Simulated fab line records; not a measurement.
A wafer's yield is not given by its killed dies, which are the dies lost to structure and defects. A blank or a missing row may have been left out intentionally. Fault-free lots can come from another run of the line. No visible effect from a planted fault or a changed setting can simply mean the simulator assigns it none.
fab line records | flow rit-cmos | part 1 of 2: steps 1 to 34 of 48
record lots=5 wafers=15 last-day=7
route steps=202 shown PRETRO@70 GATE@75 FOX2@80 REOX@98 NLDD@103 PLDD@114
lots with no fault: from the same line, run without faults
start-h: hours from the record's first day to the start of the lot's first wafer shown | wait-h: hours elapsed since this lot's preceding step | " unchanged from the row above | L1.1+2: several wafers, shown together as one row | - no value, or no start given | * or withheld: withheld | < > ~ a bound
route shown NAME@n: NAME is a module with steps in the file, n the number in the route of the first one | usual: mean and standard deviation over wafers with no fault | same: alike in all rows | chamber/n: place in a boat | sites: each site's reading | _std_site: their standard deviation | _edge_site: inner sites' mean taken away from outer sites' mean | radius-mm: for every site, how far away it sits from the centre of the wafer | mask NAME#n: copy n | behind: the last tool/chamber to shape the wafer | hold: reason for holding the lot/hours on hold/outcome of the hold | device: names the non-switching transistor (n, p or np) | end of line: at the end of the route, the tests of the same wafers | step lacking rows: just its recipe | killed: not the wafer's yield, but the dies lost to structure and defects at the first sort | map: a wafer's dies, marking killed ones x, the rest . and places with no die _
set.NAME: the setting the step ran with; set.NAME@STEP: the setting that earlier step ran with | model.NAME: the simulator's own value behind a step, which no gauge read
lots at selected steps of the route; one table per step, one row per wafer
services: the hour from which a tool's chamber was out of use, counted from the record's first day as start-h (under 0 if before that day), plus the number of hours and why
## steps
# step RIT_PRETRO_OVL_MEAS_06
# usual PRETRO_OVL=0.0/1.6
# columns lot.wafer tool chamber start-h wait-h PRETRO_OVL[nm]
L076.3 overlay-02 - 44.36 - -0.7
L076.5 " - " " -0.8
L076.6 " - " " 0.3
L084.1 overlay-02 - 83.77 - -1.3
L084.5 " - " " -0.6
L084.6 " - " " -1.2
L089.3 overlay-02 - 107.97 - 2.0
L089.4 " - " " -1.0
L089.5 " - " " 2.0
L093.2 overlay-02 - 129.05 - -1.7
L093.3 " - " " -4.4
L093.5 " - " " -3.3
L094.1 overlay-02 - 134.52 - -0.1
L094.3 " - " " -1.5
L094.6 " - " " -1.0
# step RIT_PRETRO_HARDBAKE_07
# recipe resist=NOVOLAK temp-c=140 time-s=120
# columns lot.wafer tool chamber start-h wait-h
L076.3+5+6 litho-track-03 0 44.47 0.1
L084.1+5+6 litho-track-01 0 83.81 0.0
L089.3+4+5 litho-track-01 0 108.08 0.1
L093.2+3+5 litho-track-02 0 129.32 0.3
L094.1+3+6 litho-track-02 0 134.55 0.0
# step RIT_PRETRO_IMPLANT_08
# recipe species=B energy-kev=45 dose-cm2=1.2e+13 tilt-deg=7
# columns lot.wafer tool chamber start-h wait-h
L076.3+5+6 implanter-03 0 44.68 0.2
L084.1+5+6 implanter-02 0 84.06 0.2
L089.3+4+5 implanter-02 0 108.29 0.2
L093.2+3+5 implanter-02 0 129.55 0.2
L094.1+3+6 implanter-02 0 134.80 0.2
# step RIT_PRETRO_STRIP_09
# recipe chemistry=O2 time-s=180 resist=NOVOLAK platen-temp-c=withheld power-w=500 pressure-mtorr=4000 o2-flow-sccm=4000
# usual chamber-pressure-mTorr=4000/3.6 drypump-motor-current-A=5.5/0.49 o2-flow-sccm=4000/13 rf-refl-power-W=8.2/1.7
# columns lot.wafer tool chamber start-h wait-h chamber-pressure-mTorr drypump-motor-current-A o2-flow-sccm rf-hours-counter-h rf-refl-power-W
L076.3 plasma-asher-01 1 44.84 0.1 4005 4.8 3998 - 10.2
L076.5 " 0 " " 4001 5.8 4020 - 8.3
L076.6 " 1 " " 3996 4.8 3994 - 10.9
L084.1 plasma-asher-01 0 84.21 0.1 4000 5.8 4022 41 7.6
L084.5 " 0 " " 4003 5.8 4014 - 7.8
L084.6 " 1 " " 4001 4.8 3998 - 10.6
L089.3 plasma-asher-01 1 108.45 0.1 3997 4.7 3979 - 9.9
L089.4 " 0 " " 4003 5.8 4007 - 8.3
L089.5 " 1 " " 3999 4.7 3985 - 10.2
L093.2 plasma-asher-01 1 129.67 0.1 3998 4.8 3984 46 10.0
L093.3 " 1 " " 3999 4.8 4007 - 9.9
L093.5 " 1 " " 3994 4.8 4021 - 10.4
L094.1 plasma-asher-01 1 134.95 0.1 3997 4.8 4008 47 10.4
L094.3 " 0 " " 4002 5.8 3998 - 7.8
L094.6 " 0 " " 3998 5.8 4002 - 8.0
# step RIT_PRETRO_TW_MEAS_10
# usual PRETRO_TW=474.7/2.5
# columns lot.wafer tool chamber start-h wait-h PRETRO_TW
L076.3 film-metro-01 - 44.98 0.1 476.3
L076.5 " - " " 471.6
L076.6 " - " " 475.0
L084.1 film-metro-03 - 84.38 0.1 477.1
L084.5 " - " " 477.3
L084.6 " - " " 478.7
L089.3 film-metro-03 - 108.59 0.1 473.3
L089.4 " - " " 475.1
L089.5 " - " " 475.5
L093.2 film-metro-01 - 129.86 0.1 475.0
L093.3 " - " " 477.6
L093.5 " - " " 476.0
L094.1 film-metro-03 - 135.13 0.1 474.6
L094.3 " - " " 476.4
L094.6 " - " " 475.5
# step RIT_GATE_WET_ETCH_00
# recipe chemistry=BOE target=SiO2 target-depth-nm=56 time-s=60 dry=n2-spin dilution=10:1 temp-c=21.5
# columns lot.wafer tool chamber start-h wait-h
L076.3+5+6 wet-bench-04 2 45.02 0.0
L084.1+5+6 wet-bench-01 3 84.44 0.1
L089.3+4+5 wet-bench-03 1 108.63 0.0
L093.2+3+5 wet-bench-03 2 129.91 0.0
L094.1+3+6 wet-bench-01 3 135.19 0.1
# step RIT_GATE_CLEAN_01
# recipe chemistry=SC1 mix=3:3:50 time-s=600 temp-c=75
# columns lot.wafer tool chamber start-h wait-h
L076.3+5+6 wet-bench-03 1 45.04 0.0
L084.1+5+6 wet-bench-04 1 84.47 0.0
L089.3+4+5 wet-bench-01 2 108.68 0.0
L093.2+3+5 wet-bench-01 1 129.93 0.0
L094.1+3+6 wet-bench-04 3 135.21 0.0
# step RIT_GATE_CLEAN_02
# recipe chemistry=dHF dilution=50:1 time-s=30
# columns lot.wafer tool chamber start-h wait-h
L076.3+5+6 wet-bench-01 2 45.22 0.0
L084.1+5+6 wet-bench-03 1 84.64 0.0
L089.3+4+5 wet-bench-04 2 108.87 0.0
L093.2+3+5 wet-bench-04 3 130.13 0.0
L094.1+3+6 wet-bench-03 0 135.39 0.0
# step RIT_GATE_CLEAN_03
# recipe chemistry=SC2 mix=3:3:50 time-s=600 temp-c=75 dry=n2-spin
# columns lot.wafer tool chamber start-h wait-h
L076.3+5+6 wet-bench-04 0 45.23 0.0
L084.1+5+6 wet-bench-04 2 84.66 0.0
L089.3+4+5 wet-bench-03 3 108.89 0.0
L093.2+3+5 wet-bench-01 1 130.14 0.0
L094.1+3+6 wet-bench-01 1 135.41 0.0
# step RIT_GATE_CLEAN_04
# recipe chemistry=dHF dilution=50:1 time-s=60 dry=n2-spin
# columns lot.wafer tool chamber start-h wait-h
L076.3+5+6 wet-bench-03 0 45.41 0.0
L084.1+5+6 wet-bench-03 1 84.84 0.0
L089.3+4+5 wet-bench-04 0 109.27 0.0
L093.2+3+5 wet-bench-04 1 130.33 0.0
L094.1+3+6 wet-bench-03 0 135.60 0.0
# step RIT_FOX2_THK_MEAS_91
# recipe reads=SiO2_of_FOX2_OXIDATION_00
# usual FIELD_OXIDE_LEFT_2_THK=256/6.3
# columns lot.wafer tool chamber start-h wait-h FIELD_OXIDE_LEFT_2_THK[nm]
L076.3 film-metro-03 - 45.45 0.0 255
L076.5 " - " " 247
L076.6 " - " " 244
L084.1 film-metro-02 - 84.86 0.0 249
L084.5 " - " " 239
L084.6 " - " " 246
L089.3 film-metro-04 - 109.32 0.0 257
L089.4 " - " " 258
L089.5 " - " " 256
L093.2 film-metro-03 - 130.37 0.0 260
L093.3 " - " " 263
L093.5 " - " " 260
L094.1 film-metro-03 - 135.62 0.0 256
L094.3 " - " " 256
L094.6 " - " " 262
# step RIT_GATE_OXIDATION_05
# recipe temp-c=900 ambient=O2 target-thk-a=30 ox-time-s=270
# columns lot.wafer tool chamber start-h wait-h
L076.3+5+6 furnace-04 0 47.86 2.4
L084.1+5+6 furnace-03 0 84.98 0.1
L089.3+4+5 furnace-03 0 109.63 0.3
L093.2+3+5 furnace-01 0 131.58 1.2
L094.1+3+6 furnace-01 0 135.68 0.1
# step RIT_GATE_ANNEAL_06
# recipe temp-c=900 time-s=600 ambient=N2O
# columns lot.wafer tool chamber start-h wait-h
L076.3+5+6 furnace-01 0 49.41 0.5
L084.1+5+6 furnace-03 0 86.06 0.0
L089.3+4+5 furnace-04 0 111.18 0.5
L093.2+3+5 furnace-04 0 133.77 1.1
L094.1+3+6 furnace-03 0 137.05 0.3
# step RIT_GATE_THK_MEAS_07
# recipe reads=SiO2_of_GATE_OXIDATION_05
# usual GATE_OXIDE_THK=3.05/0.073
# columns lot.wafer tool chamber start-h wait-h GATE_OXIDE_THK[nm]
L076.3 film-metro-02 - 49.68 0.0 2.95
L076.5 " - " " 2.91
L076.6 " - " " 2.88
L084.1 film-metro-03 - 86.31 0.0 3.02
L084.5 " - " " 3.00
L084.6 " - " " 3.10
L089.3 film-metro-04 - 111.45 0.0 3.02
L089.4 " - " " 3.11
L089.5 " - " " 3.01
L093.2 film-metro-02 - 134.03 0.0 3.12
L093.3 " - " " 3.09
L093.5 " - " " 3.09
L094.1 film-metro-03 - 137.30 0.0 3.10
L094.3 " - " " 3.09
L094.6 " - " " 3.10
# step RIT_GATE_CVD_08
# recipe material=poly-Si target-thk-nm=250 temp-c=610 precursor=SiH4 time-s=2220 pressure-mtorr=300 sih4-flow-sccm=100
# columns lot.wafer tool chamber start-h wait-h
L076.3+5+6 lpcvd-01 1 50.88 1.2
L084.1+5+6 lpcvd-02 1 86.37 0.1
L089.3+4+5 lpcvd-02 0 111.49 0.0
L093.2+3+5 lpcvd-02 1 134.08 0.0
L094.1+3+6 lpcvd-02 1 137.36 0.1
# step RIT_GATE_THK_MEAS_09
# recipe reads=poly-Si_of_GATE_CVD_08
# usual GATE_POLY_THK=250.1/2.3
# columns lot.wafer tool chamber start-h wait-h GATE_POLY_THK[nm]
L076.3 film-metro-02 - 52.52 0.0 251.1
L076.5 " - " " 248.4
L076.6 " - " " 251.5
L084.1 film-metro-02 - 87.98 0.0 248.1
L084.5 " - " " 249.7
L084.6 " - " " 250.0
L089.3 film-metro-03 - 113.13 0.0 251.0
L089.4 " - " " 253.1
L089.5 " - " " 251.9
L093.2 film-metro-04 - 135.70 0.0 253.6
L093.3 " - " " 250.7
L093.5 " - " " 252.8
L094.1 film-metro-02 - 138.98 0.0 252.0
L094.3 " - " " 252.0
L094.6 " - " " 251.3
# step RIT_GATE_HMDS_10
# recipe prime-time-s=60 prime-temp-c=140
# columns lot.wafer tool chamber start-h wait-h
L076.3+5+6 litho-track-04 0 52.61 0.1
L084.1+5+6 litho-track-03 0 88.04 0.1
L089.3+4+5 litho-track-02 0 113.22 0.1
L093.2+3+5 litho-track-02 0 135.78 0.1
L094.1+3+6 litho-track-03 0 139.04 0.1
# step RIT_GATE_COAT_11
# recipe resist=NOVOLAK spin-rpm=4250 resist-thk-nm=850
# usual spin-speed-rpm=4249.7/2.8
# columns lot.wafer tool chamber start-h wait-h spin-speed-rpm
L076.3 litho-track-04 0 52.76 0.1 4249.0
L076.5 " 0 " " 4251.9
L076.6 " 0 " " 4253.3
L084.1 litho-track-03 0 88.19 0.1 4255.5
L084.5 " 0 " " 4249.0
L084.6 " 0 " " 4247.0
L089.3 litho-track-02 0 113.37 0.1 4253.1
L089.4 " 0 " " 4247.4
L089.5 " 0 " " 4252.0
L093.2 litho-track-02 0 135.93 0.1 4252.1
L093.3 " 0 " " 4248.9
L093.5 " 0 " " 4249.7
L094.1 litho-track-03 0 139.19 0.1 4254.2
L094.3 " 0 " " 4249.7
L094.6 " 0 " " 4248.0
# step RIT_GATE_SOFTBAKE_12
# recipe resist=NOVOLAK temp-c=90 time-s=60
# columns lot.wafer tool chamber start-h wait-h
L076.3+5+6 litho-track-04 0 52.91 0.1
L084.1+5+6 litho-track-03 0 88.34 0.1
L089.3+4+5 litho-track-02 0 113.52 0.1
L093.2+3+5 litho-track-02 0 136.08 0.1
L094.1+3+6 litho-track-03 0 139.34 0.1
# step RIT_GATE_EXPOSE_13
# recipe mask-id=M6 na=0.6 source-shape=conventional sigma-outer=0.6 target-cd-nm=150 dose-mj=380
# columns lot.wafer tool chamber start-h wait-h mask
L076.3+5+6 iline-stepper-01 0 53.05 0.1 M6#0
L084.1+5+6 iline-stepper-02 0 88.62 0.2 M6#0
L089.3+4+5 iline-stepper-01 0 113.78 0.2 M6#0
L093.2+3+5 iline-stepper-01 0 136.22 0.1 M6#0
L094.1+3+6 iline-stepper-01 0 139.49 0.1 M6#0
# step RIT_GATE_PEB_14
# recipe resist=NOVOLAK temp-c=withheld time-s=withheld
# columns lot.wafer tool chamber start-h wait-h
L076.3+5+6 litho-track-04 0 53.18 0.1
L084.1+5+6 litho-track-03 0 88.73 0.1
L089.3+4+5 litho-track-02 0 113.91 0.1
L093.2+3+5 litho-track-04 0 136.35 0.1
L094.1+3+6 litho-track-04 0 139.61 0.1
# step RIT_GATE_DEVELOP_15
# recipe resist=NOVOLAK develop-time-s=50 dev-temp-c=23
# columns lot.wafer tool chamber start-h wait-h
L076.3+5+6 litho-track-04 0 - -
L084.1+5+6 litho-track-03 0 - -
L089.3+4+5 litho-track-02 0 - -
L093.2+3+5 litho-track-04 0 - -
L094.1+3+6 litho-track-04 0 - -
# step RIT_GATE_CD_MEAS_16
# recipe target-cd-nm=150
# usual cd-nm=149.8/2.4
# columns lot.wafer tool chamber start-h wait-h cd-nm
L076.3 cd-sem-01 - 53.45 - 147.8
L076.5 " - " " 150.0
L076.6 " - " " 146.4
L084.1 cd-sem-01 - 89.02 - 151.9
L084.5 " - " " 151.9
L084.6 " - " " 151.4
L089.3 cd-sem-01 - 114.18 - 151.2
L089.4 " - " " 147.5
L089.5 " - " " 149.3
L093.2 cd-sem-01 - 136.62 - 152.0
L093.3 " - " " 150.3
L093.5 " - " " 150.8
L094.1 cd-sem-02 - 139.89 - 149.7
L094.3 " - " " 149.5
L094.6 " - " " 150.6
# step RIT_GATE_OVL_MEAS_17
# usual GATE_OVL=0.6/1.5
# columns lot.wafer tool chamber start-h wait-h GATE_OVL[nm]
L076.3 overlay-01 - 53.54 0.1 -0.1
L076.5 " - " " 1.3
L076.6 " - " " 1.5
L084.1 overlay-02 - 89.14 0.1 -0.6
L084.5 " - " " -1.6
L084.6 " - " " 0.3
L089.3 overlay-02 - 114.27 0.1 0.7
L089.4 " - " " 0.8
L089.5 " - " " -0.3
L093.2 overlay-02 - 136.73 0.1 1.5
L093.3 " - " " -0.3
L093.5 " - " " -1.3
L094.1 overlay-01 - 140.01 0.1 1.5
L094.3 " - " " 0.0
L094.6 " - " " 1.9
# step RIT_GATE_HARDBAKE_18
# recipe resist=NOVOLAK temp-c=140 time-s=60
# columns lot.wafer tool chamber start-h wait-h
L076.3+5+6 litho-track-04 0 53.62 0.1
L084.1+5+6 litho-track-03 0 89.17 0.0
L089.3+4+5 litho-track-04 0 114.35 0.1
L093.2+3+5 litho-track-04 0 136.79 0.0
L094.1+3+6 litho-track-03 0 140.05 0.0
# step RIT_GATE_ETCH_19
# recipe chemistry=SF6/CHF3/O2 time-s=165 SF6_flow_sccm=30 CHF3_flow_sccm=30 O2_flow_sccm=5 target=poly-Si pressure-mtorr=40 rf-w=160 target-depth-a=3125 over-etch-frac=0.25 stop-on=SiO2
# usual O2_flow_sccm=4.999/0.016 SF6_flow_sccm=30.00/0.089 chamber-pressure-mTorr=40.00/0.037 drypump-motor-current-A=5.9/0.46 oes-product-au=0.851/0.015 throttle-valve-pct=10.24/0.077
# columns lot.wafer tool chamber start-h wait-h O2_flow_sccm SF6_flow_sccm chamber-pressure-mTorr drypump-motor-current-A oes-product-au rf-hours-counter-h throttle-valve-pct
L076.3 rie-si-02 2 53.72 0.1 4.967 29.95 39.96 6.2 0.850 109 10.20
L076.5 " 1 " " 4.989 30.08 39.98 5.9 0.860 - 10.19
L076.6 " 3 " " 4.995 29.90 39.98 5.6 0.868 - 10.19
L084.1 rie-si-02 0 89.32 0.1 4.993 30.11 40.01 6.6 0.854 0 10.27
L084.5 " 2 " " 4.968 29.94 39.99 6.2 0.849 - 10.20
L084.6 " 1 " " 5.015 29.89 40.02 5.9 0.873 - 10.19
L089.3 rie-si-01 3 114.45 0.1 4.976 29.92 40.04 6.6 0.843 2 10.42
L089.4 " 1 " " 5.001 29.84 40.03 5.9 0.861 - 10.26
L089.5 " 0 " " 5.022 30.05 39.98 5.2 0.854 - 10.24
L093.2 rie-si-01 3 136.91 0.1 4.993 29.90 40.02 6.6 0.842 2 10.43
L093.3 " 1 " " 5.008 29.99 40.07 5.9 0.856 33 10.29
L093.5 " 0 " " 5.005 29.84 40.04 5.2 0.860 - 10.24
L094.1 rie-si-02 2 140.20 0.1 4.992 30.05 39.93 6.2 0.851 109 10.21
L094.3 " 0 " " 5.000 30.07 39.94 6.7 0.850 1 10.28
L094.6 " 0 " " 5.002 30.05 40.01 6.6 0.861 - 10.28
# step RIT_GATE_STRIP_20
# recipe chemistry=O2 time-s=180 resist=NOVOLAK platen-temp-c=withheld power-w=500 pressure-mtorr=4000 o2-flow-sccm=4000
# usual chamber-pressure-mTorr=4000/3.5 drypump-motor-current-A=5.4/0.44 o2-flow-sccm=3999/13 rf-refl-power-W=8.0/1.7
# columns lot.wafer tool chamber start-h wait-h chamber-pressure-mTorr drypump-motor-current-A o2-flow-sccm rf-hours-counter-h rf-refl-power-W
L076.3 plasma-asher-04 1 53.88 0.1 3996 6.1 3998 - 9.7
L076.5 " 0 " " 4000 5.3 3994 - 5.6
L076.6 " 1 " " 4003 6.1 4016 - 9.2
L084.1 plasma-asher-01 1 89.43 0.1 4008 4.8 4005 42 10.2
L084.5 " 1 " " 4002 4.7 4000 - 10.7
L084.6 " 0 " " 3999 5.8 3996 - 8.2
L089.3 plasma-asher-04 1 114.62 0.1 3999 6.1 4025 - 9.5
L089.4 " 0 " " 3997 5.3 4003 - 5.2
L089.5 " 0 " " 3997 5.3 4006 - 5.4
L093.2 plasma-asher-02 0 137.02 0.1 4006 5.3 3996 37 6.9
L093.3 " 1 " " 4002 5.1 4010 - 8.3
L093.5 " 0 " " 3998 5.3 3999 - 7.0
L094.1 plasma-asher-04 0 140.30 0.1 4006 5.3 3967 50 5.5
L094.3 " 1 " " 3995 6.1 3992 - 9.6
L094.6 " 0 " " 4002 5.3 4005 - 5.4
# step RIT_GATE_CD_MEAS_90
# recipe target-cd-nm=150
# usual cd-nm=149.8/2.4
# columns lot.wafer tool chamber start-h wait-h cd-nm
L076.3 cd-sem-02 - 54.04 0.1 147.3
L076.5 " - " " 149.3
L076.6 " - " " 146.0
L084.1 cd-sem-02 - 89.61 0.1 152.0
L084.5 " - " " 152.3
L084.6 " - " " 151.6
L089.3 cd-sem-02 - 114.77 0.1 151.0
L089.4 " - " " 147.5
L089.5 " - " " 149.1
L093.2 cd-sem-02 - 137.21 0.1 151.8
L093.3 " - " " 150.5
L093.5 " - " " 150.7
L094.1 cd-sem-02 - 140.48 0.1 149.6
L094.3 " - " " 149.5
L094.6 " - " " 150.7
# step RIT_REOX_CLEAN_00
# recipe chemistry=SC1 mix=3:3:50 time-s=600 temp-c=75
# columns lot.wafer tool chamber start-h wait-h
L076.3+5+6 wet-bench-02 2 54.12 0.1
L084.1+5+6 wet-bench-02 0 89.73 0.1
L089.3+4+5 wet-bench-01 2 114.85 0.1
L093.2+3+5 wet-bench-02 0 137.31 0.1
L094.1+3+6 wet-bench-03 3 140.60 0.1
# step RIT_REOX_CLEAN_01
# recipe chemistry=dHF dilution=50:1 time-s=30
# columns lot.wafer tool chamber start-h wait-h
L076.3+5+6 wet-bench-03 3 54.29 0.0
L084.1+5+6 wet-bench-03 0 89.90 0.0
L089.3+4+5 wet-bench-02 2 115.04 0.0
L093.2+3+5 wet-bench-01 1 137.49 0.0
L094.1+3+6 wet-bench-01 2 140.77 0.0
# step RIT_REOX_CLEAN_02
# recipe chemistry=SC2 mix=3:3:50 time-s=600 temp-c=75 dry=n2-spin
# columns lot.wafer tool chamber start-h wait-h
L076.3+5+6 wet-bench-01 1 54.31 0.0
L084.1+5+6 wet-bench-01 3 89.92 0.0
L089.3+4+5 wet-bench-03 0 115.06 0.0
L093.2+3+5 wet-bench-02 2 137.51 0.0
L094.1+3+6 wet-bench-02 1 140.79 0.0
# step RIT_REOX_OXIDATION_03
# recipe temp-c=900 ambient=O2 target-thk-a=252 ox-time-s=5580
# columns lot.wafer tool chamber start-h wait-h
L076.3+5+6 furnace-04 0 54.49 0.0
L084.1+5+6 furnace-01 0 90.67 0.6
L089.3+4+5 furnace-03 0 116.51 1.1
L093.2+3+5 furnace-03 0 137.68 0.0
L094.1+3+6 furnace-04 0 142.93 2.0
# step RIT_REOX_THK_MEAS_04
# recipe reads=SiO2_of_REOX_OXIDATION_03
# usual REOX_OXIDE_THK=25.2/0.37
# columns lot.wafer tool chamber start-h wait-h REOX_OXIDE_THK[nm]
L076.3 film-metro-02 - 57.06 0.0 25.4
L076.5 " - " " 25.4
L076.6 " - " " 25.4
L084.1 film-metro-01 - 93.22 0.0 25.8
L084.5 " - " " 25.2
L084.6 " - " " 25.5
L089.3 film-metro-04 - 119.08 0.0 25.5
L089.4 " - " " 25.3
L089.5 " - " " 25.1
L093.2 film-metro-04 - 140.24 0.0 25.1
L093.3 " - " " 25.6
L093.5 " - " " 24.7
L094.1 film-metro-01 - 145.48 0.0 24.9
L094.3 " - " " 24.8
L094.6 " - " " 25.0
# step RIT_NLDD_HMDS_00
# recipe prime-time-s=60 prime-temp-c=140
# columns lot.wafer tool chamber start-h wait-h
L076.3+5+6 litho-track-03 0 57.15 0.1
L084.1+5+6 litho-track-03 0 93.28 0.1
L089.3+4+5 litho-track-01 0 119.17 0.1
L093.2+3+5 litho-track-01 0 140.32 0.1
L094.1+3+6 litho-track-04 0 145.54 0.1
